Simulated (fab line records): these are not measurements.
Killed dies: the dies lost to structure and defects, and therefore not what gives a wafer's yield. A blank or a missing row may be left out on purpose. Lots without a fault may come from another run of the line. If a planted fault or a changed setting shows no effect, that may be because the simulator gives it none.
fab line records | flow berkeleyCmos170
[record] lots = 7 | wafers = 21 | lastDay = 11
route steps=331 shown NSD@192 BACKSIDE@199 SDANNEAL@204
lots that met no fault: from a run of the same line without faults
startH: start of the lot's first displayed wafer, in hours after the record's first day | waitH: hours since the lot's step before | " unchanged from the row above | L1.1+2: a row that stands for several wafers | - no value, or no start given | * or withheld: withheld | < > ~ a bound
route shown NAME@n: names a module that has steps shown in the file, with the first one's number in the route | usual: mean and standard deviation over wafers with no fault | same: alike in all rows | chamber/n: place in a boat | sites: per-site readings | _std_site: the values' standard deviation | _edge_site: inner sites' mean taken away from outer sites' mean | radiusMm: how far each site lies from the wafer's centre | mask NAME#n: copy n | behind: the tool/chamber that last shaped the wafer | hold: why the lot went on hold/how many hours it stayed there/how the hold came to an end | device: transistor that didn't switch, given as n, p or np | end of line: the same wafers' tests at the end of the route | where a step has no rows: the recipe by itself | killed: count of dies lost to structure and defects at first sort (not the wafer's yield) | map: per-die view of a wafer (x killed, . not killed, _ where there is no die)
set.NAME: the setting the step ran with; set.NAME@STEP: the setting that earlier step ran with | model.NAME: the simulator's own value behind a step, which no gauge read
a table for each step, a row for each wafer; lots at some steps of the route
[[steps]]
[step UCB170_NSD_DEVELOP_05]
[recipe] developer = TMAH | developTimeS = 45 | resist = KrF | devTempC = 21
[step UCB170_NSD_CD_MEAS_06]
[recipe] targetCdNm = 1200
[usual] cdNm = 1199.8/1.3
lot.wafer | tool     | chamber | startH | waitH | cdNm
L169.1    | cdSem-02 | -       | 172.62 | -     | 1198.7
L169.2    | "        | -       | "      | "     | 1198.3
L169.4    | "        | -       | "      | "     | 1197.7
L170.2    | cdSem-02 | -       | 172.92 | -     | 1198.0
L170.5    | "        | -       | "      | "     | 1199.3
L170.6    | "        | -       | "      | "     | 1199.8
L177.2    | cdSem-01 | -       | 201.96 | -     | 1198.6
L177.3    | "        | -       | "      | "     | 1198.2
L177.4    | "        | -       | "      | "     | 1199.8
L178.3    | cdSem-01 | -       | 206.67 | -     | 1199.0
L178.4    | "        | -       | "      | "     | 1197.8
L178.6    | "        | -       | "      | "     | 1198.3
L179.1    | cdSem-01 | -       | 226.28 | -     | 1198.5
L179.5    | "        | -       | "      | "     | 1197.8
L179.6    | "        | -       | "      | "     | 1197.6
L181.1    | cdSem-01 | -       | 226.52 | -     | 1200.7
L181.2    | "        | -       | "      | "     | 1199.2
L181.3    | "        | -       | "      | "     | 1198.3
L182.1    | cdSem-02 | -       | 226.80 | -     | 1200.6
L182.2    | "        | -       | "      | "     | 1201.8
L182.4    | "        | -       | "      | "     | 1200.3
[step UCB170_NSD_OVL_MEAS_07]
[usual] NSD_OVL = -5/5.4
lot.wafer | tool       | chamber | startH | waitH | NSD_OVL[nm]
L169.1    | overlay-02 | -       | 172.74 | 0.1   | -5
L169.2    | "          | -       | "      | "     | -7
L169.4    | "          | -       | "      | "     | -8
L170.2    | overlay-01 | -       | 173.02 | 0.1   | -11
L170.5    | "          | -       | "      | "     | -7
L170.6    | "          | -       | "      | "     | -7
L177.2    | overlay-02 | -       | 202.06 | 0.1   | -15
L177.3    | "          | -       | "      | "     | -6
L177.4    | "          | -       | "      | "     | -12
L178.3    | overlay-02 | -       | 206.76 | 0.1   | -4
L178.4    | "          | -       | "      | "     | -10
L178.6    | "          | -       | "      | "     | -11
L179.1    | overlay-02 | -       | 226.40 | 0.1   | -12
L179.5    | "          | -       | "      | "     | -3
L179.6    | "          | -       | "      | "     | 1
L181.1    | overlay-02 | -       | 226.64 | 0.1   | -3
L181.2    | "          | -       | "      | "     | -4
L181.3    | "          | -       | "      | "     | -5
L182.1    | overlay-01 | -       | 226.92 | 0.1   | -3
L182.2    | "          | -       | "      | "     | -7
L182.4    | "          | -       | "      | "     | -4
[step UCB170_NSD_IMPLANT_08]
[recipe] species = P | doseCm2 = 2.927e+15 | energyKev = 40 | tiltDeg = 7
[step UCB170_NSD_STRIP_09]
[recipe] chemistry = O2 | powerW = 400 | pressureMtorr = 3500 | platenTempC = withheld | o2FlowSccm = 400 | overashFraction = 0.5
[usual] drypumpMotorCurrentA = 5.94/0.27 | oesProductAu = 0.536/0.0045 | stripTimeToEndpointS = 35.58/0.072
[same] overashFraction = 0.5
lot.wafer | tool           | chamber | startH | waitH | drypumpMotorCurrentA | oesProductAu | rfHoursCounterH | stripTimeToEndpointS
L169.1    | plasmaAsher-04 | 0       | 172.93 | 0.1   | 5.69                 | 0.542        | 47              | 35.63
L169.2    | "              | 1       | "      | "     | 6.34                 | 0.530        | 47              | 35.64
L169.4    | "              | 0       | "      | "     | 5.68                 | 0.534        | -               | 35.63
L170.2    | plasmaAsher-03 | 1       | 173.20 | 0.1   | 6.07                 | 0.534        | 46              | 35.46
L170.5    | "              | 1       | "      | "     | 6.04                 | 0.527        | -               | 35.53
L170.6    | "              | 0       | "      | "     | 5.62                 | 0.529        | -               | 35.48
L177.2    | plasmaAsher-03 | 0       | 202.24 | 0.1   | 5.62                 | 0.536        | 49              | 35.58
L177.3    | "              | 0       | "      | "     | 5.62                 | 0.531        | -               | 35.60
L177.4    | "              | 1       | "      | "     | 6.07                 | 0.522        | -               | 35.54
L178.3    | plasmaAsher-02 | 1       | 206.97 | 0.1   | 6.26                 | 0.540        | -               | 35.67
L178.4    | "              | 0       | "      | "     | 5.83                 | 0.540        | -               | 35.70
L178.6    | "              | 1       | "      | "     | 6.25                 | 0.532        | -               | 35.65
L179.1    | plasmaAsher-03 | 0       | 226.59 | 0.1   | 5.61                 | 0.543        | 52              | 35.56
L179.5    | "              | 1       | "      | "     | 6.06                 | 0.534        | -               | 35.50
L179.6    | "              | 0       | "      | "     | 5.60                 | 0.534        | -               | 35.58
L181.1    | plasmaAsher-04 | 1       | 226.83 | 0.1   | 6.34                 | 0.537        | 52              | 35.54
L181.2    | "              | 0       | "      | "     | 5.63                 | 0.531        | 52              | 35.65
L181.3    | "              | 0       | "      | "     | 5.67                 | 0.536        | -               | 35.67
L182.1    | plasmaAsher-03 | 1       | 227.10 | 0.1   | 6.06                 | 0.531        | 52              | 35.60
L182.2    | "              | 0       | "      | "     | 5.61                 | 0.538        | 52              | 35.69
L182.4    | "              | 1       | "      | "     | 6.02                 | 0.536        | -               | 35.62
[step UCB170_NSD_TW_MEAS_10]
[usual] NSD_TW = 4177/44
lot.wafer | tool         | chamber | startH | waitH | NSD_TW
L169.1    | filmMetro-01 | -       | 173.03 | 0.1   | 4152
L169.2    | "            | -       | "      | "     | 4132
L169.4    | "            | -       | "      | "     | 4137
L170.2    | filmMetro-04 | -       | 173.31 | 0.1   | 4132
L170.5    | "            | -       | "      | "     | 4176
L170.6    | "            | -       | "      | "     | 4172
L177.2    | filmMetro-04 | -       | 202.35 | 0.1   | 4155
L177.3    | "            | -       | "      | "     | 4138
L177.4    | "            | -       | "      | "     | 4119
L178.3    | filmMetro-04 | -       | 207.05 | 0.1   | 4158
L178.4    | "            | -       | "      | "     | 4154
L178.6    | "            | -       | "      | "     | 4126
L179.1    | filmMetro-04 | -       | 226.69 | 0.1   | 4164
L179.5    | "            | -       | "      | "     | 4162
L179.6    | "            | -       | "      | "     | 4174
L181.1    | filmMetro-02 | -       | 226.93 | 0.1   | 4204
L181.2    | "            | -       | "      | "     | 4191
L181.3    | "            | -       | "      | "     | 4200
L182.1    | filmMetro-04 | -       | 227.20 | 0.1   | 4166
L182.2    | "            | -       | "      | "     | 4158
L182.4    | "            | -       | "      | "     | 4161
[step UCB170_NSD_CLEAN_11]
[recipe] chemistry = SPM | tempC = 120 | timeS = 600
[step UCB170_BACKSIDE_HMDS_00]
[recipe] primeTimeS = 60 | primeTempC = 100
[step UCB170_BACKSIDE_COAT_01]
[recipe] resist = KrF | spinRpm = 1500 | resistThkNm = 900
[step UCB170_BACKSIDE_SOFTBAKE_02]
[recipe] resist = KrF | tempC = 130 | timeS = 60
[step UCB170_BACKSIDE_STRIP_03]
[recipe] chemistry = O2 | powerW = 400 | pressureMtorr = 3500 | platenTempC = withheld | o2FlowSccm = 400 | overashFraction = 0.5
[usual] drypumpMotorCurrentA = 5.98/0.29 | oesProductAu = 0.734/0.0046 | stripTimeToEndpointS = 21.98/0.071
[same] overashFraction = 0.5
lot.wafer | tool           | chamber | startH | waitH | drypumpMotorCurrentA | oesProductAu | rfHoursCounterH | stripTimeToEndpointS
L169.1    | plasmaAsher-02 | 0       | 173.71 | 0.1   | 5.76                 | 0.736        | 6               | 22.11
L169.2    | "              | 1       | "      | "     | 6.27                 | 0.734        | 6               | 22.08
L169.4    | "              | 1       | "      | "     | 6.24                 | 0.733        | -               | 22.08
L170.2    | plasmaAsher-01 | 0       | 174.00 | 0.1   | 5.65                 | 0.725        | 42              | 22.00
L170.5    | "              | 1       | "      | "     | 6.18                 | 0.726        | -               | 21.96
L170.6    | "              | 0       | "      | "     | 5.67                 | 0.736        | -               | 21.94
L177.2    | plasmaAsher-04 | 1       | 203.32 | 0.1   | 6.33                 | 0.735        | 50              | 21.97
L177.3    | "              | 1       | "      | "     | 6.31                 | 0.732        | -               | 22.05
L177.4    | "              | 0       | "      | "     | 5.70                 | 0.740        | -               | 22.08
L178.3    | plasmaAsher-04 | 1       | 207.75 | 0.1   | 6.36                 | 0.742        | -               | 21.97
L178.4    | "              | 0       | "      | "     | 5.70                 | 0.732        | -               | 22.05
L178.6    | "              | 1       | "      | "     | 6.37                 | 0.734        | -               | 21.96
L179.1    | plasmaAsher-02 | 1       | 227.58 | 0.1   | 6.23                 | 0.737        | 13              | 21.98
L179.5    | "              | 1       | "      | "     | 6.20                 | 0.736        | -               | 22.07
L179.6    | "              | 0       | "      | "     | 5.77                 | 0.737        | -               | 22.12
L181.1    | plasmaAsher-02 | 1       | 228.03 | 0.1   | 6.23                 | 0.742        | 13              | 22.04
L181.2    | "              | 0       | "      | "     | 5.78                 | 0.741        | 13              | 22.08
L181.3    | "              | 1       | "      | "     | 6.24                 | 0.734        | -               | 22.04
L182.1    | plasmaAsher-01 | 0       | 228.25 | 0.1   | 5.65                 | 0.734        | 48              | 21.92
L182.2    | "              | 1       | "      | "     | 6.19                 | 0.732        | 48              | 21.89
L182.4    | "              | 0       | "      | "     | 5.67                 | 0.731        | -               | 21.92
[step UCB170_BACKSIDE_CLEAN_04]
[recipe] chemistry = SPM | tempC = 120 | timeS = 600
[step UCB170_SDANNEAL_RTA_00]
[recipe] tempC = 900 | timeS = 10 | ambient = N2
[usual] annealTempCMax = 904.0/1.3 | chamberO2Ppm = 2.000/0.02 | lampPowerPct = 23.54/0.06 | timeS = 10/0 | wafer_temp_C_max = 905.4/1.1
lot.wafer | tool         | chamber | startH | waitH | annealTempCMax | chamberO2Ppm | lampPowerPct | timeS | wafer_temp_C_max
L169.1    | rtpAnneal-01 | 0       | 173.99 | 0.0   | 903.5          | 1.967        | 23.60        | 10    | 904.9
L169.2    | "            | 0       | "      | "     | 904.0          | 1.974        | 23.63        | 10    | 906.3
L169.4    | "            | 0       | "      | "     | 903.5          | 1.996        | 23.62        | 10    | 905.6
L170.2    | rtpAnneal-02 | 0       | 174.29 | 0.0   | 902.5          | 2.012        | 23.47        | 10    | 903.7
L170.5    | "            | 0       | "      | "     | 903.8          | 2.007        | 23.49        | 10    | 905.7
L170.6    | "            | 0       | "      | "     | 902.5          | 1.990        | 23.42        | 10    | 903.9
L177.2    | rtpAnneal-01 | -       | 204.86 | 0.1   | -              | -            | -            | -     | -
L177.3    | "            | -       | "      | "     | -              | -            | -            | -     | -
L177.4    | "            | -       | "      | "     | -              | -            | -            | -     | -
L178.3    | rtpAnneal-01 | -       | 208.01 | 0.0   | -              | -            | -            | -     | -
L178.4    | "            | -       | "      | "     | -              | -            | -            | -     | -
L178.6    | "            | -       | "      | "     | -              | -            | -            | -     | -
L179.1    | rtpAnneal-02 | -       | 227.87 | 0.0   | -              | -            | -            | -     | -
L179.5    | "            | -       | "      | "     | -              | -            | -            | -     | -
L179.6    | "            | -       | "      | "     | -              | -            | -            | -     | -
L181.1    | rtpAnneal-02 | 0       | 228.32 | 0.0   | 902.8          | 1.963        | 23.49        | 10    | 904.2
L181.2    | "            | 0       | "      | "     | 904.4          | 2.002        | 23.46        | 10    | 904.5
L181.3    | "            | 0       | "      | "     | 903.2          | 1.980        | 23.49        | 10    | 904.3
L182.1    | rtpAnneal-01 | 0       | 228.54 | 0.0   | 904.5          | 1.974        | 23.65        | 10    | 904.7
L182.2    | "            | 0       | "      | "     | 905.5          | 2.000        | 23.61        | 10    | 906.0
L182.4    | "            | 0       | "      | "     | 905.8          | 2.027        | 23.56        | 10    | 907.5
[step UCB170_SDANNEAL_RTA_01]
[recipe] tempC = 1050 | timeS = 5 | ambient = N2
[usual] annealTempCMax = 1054.5/1.3 | chamberO2Ppm = 1.998/0.02 | lampPowerPct = 36.36/0.091 | wafer_temp_C_max = 1056.1/1.4
[same] timeS = 5
lot.wafer | tool         | chamber | startH | waitH | annealTempCMax | chamberO2Ppm | lampPowerPct | wafer_temp_C_max
L169.1    | rtpAnneal-01 | 0       | 174.05 | 0.1   | 1056.3         | 1.979        | 36.47        | 1057.4
L169.2    | "            | 0       | "      | "     | 1055.5         | 1.982        | 36.46        | 1057.2
L169.4    | "            | 0       | "      | "     | 1055.3         | 1.953        | 36.46        | 1056.5
L170.2    | rtpAnneal-02 | 0       | 174.35 | 0.1   | 1053.8         | 1.999        | 36.26        | 1055.1
L170.5    | "            | 0       | "      | "     | 1053.7         | 2.017        | 36.30        | 1055.7
L170.6    | "            | 0       | "      | "     | 1052.9         | 1.997        | 36.27        | 1055.2
L177.2    | rtpAnneal-01 | 0       | 204.93 | 0.1   | 1054.9         | 2.000        | 36.43        | 1057.5
L177.3    | "            | 0       | "      | "     | 1053.8         | 2.020        | 36.44        | 1055.7
L177.4    | "            | 0       | "      | "     | 1055.2         | 2.014        | 36.42        | 1058.1
L178.3    | rtpAnneal-01 | 0       | 208.08 | 0.1   | 1055.9         | 2.031        | 36.46        | 1055.2
L178.4    | "            | 0       | "      | "     | 1055.7         | 2.015        | 36.45        | 1056.7
L178.6    | "            | 0       | "      | "     | 1056.3         | 2.011        | 36.49        | 1056.9
L179.1    | rtpAnneal-02 | 0       | 227.94 | 0.1   | 1053.6         | 1.995        | 36.24        | 1056.1
L179.5    | "            | 0       | "      | "     | 1053.9         | 1.988        | 36.29        | 1054.5
L179.6    | "            | 0       | "      | "     | 1053.5         | 2.034        | 36.23        | 1054.0
L181.1    | rtpAnneal-02 | 0       | 228.39 | 0.1   | 1052.6         | 1.964        | 36.25        | 1056.1
L181.2    | "            | 0       | "      | "     | 1054.5         | 1.998        | 36.29        | 1054.3
L181.3    | "            | 0       | "      | "     | 1053.3         | 1.953        | 36.26        | 1054.2
L182.1    | rtpAnneal-01 | 0       | 228.60 | 0.1   | 1058.2         | 1.977        | 36.41        | 1057.6
L182.2    | "            | 0       | "      | "     | 1054.5         | 1.984        | 36.48        | 1057.1
L182.4    | "            | 0       | "      | "     | 1055.3         | 1.991        | 36.45        | 1055.2
[[key]]
[firstSign] step = UCB170_SDANNEAL_RTA_00 | reading = toolRecord | direction = missing
effect none on later readings
metAt UCB170_SDANNEAL_RTA_00
struckWafers L177.2,L177.3,L177.4,L178.3,L178.4,L178.6,L179.1,L179.5,L179.6
laterRowsLeftOut L177.2,L177.3,L177.4,L178.3,L178.4,L178.6,L179.1,L179.5,L179.6
sortLeftOut L177.2,L177.3,L177.4,L178.3,L178.4,L178.6,L179.1,L179.5,L179.6
testerLeftOut L177,L178,L179
onsetBetween 174.29 204.86
[fault] kind = skippedStepWhole | tool = rtpAnneal-01,rtpAnneal-02 | chamber = - | onsetH = 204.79 | steps = UCB170_SDANNEAL_RTA_00 | scope = struckLotsOnly
// testerLeftOut: of these lots the tester's yield and bins aren't shown, on N5 and GAA mostly nor the transistor test; their killed dies are dies lost to structure and defects alone, not to doping, threshold or leakage, so they don't give the yield
// sortLeftOut: the simulated sort isn't trusted on such a fault, so these wafers' sort isn't shown, and their yield isn't known
// laterRowsLeftOut: the simulator's readings of these wafers behind a module that went badly wrong aren't trusted and aren't shown, but for the sort
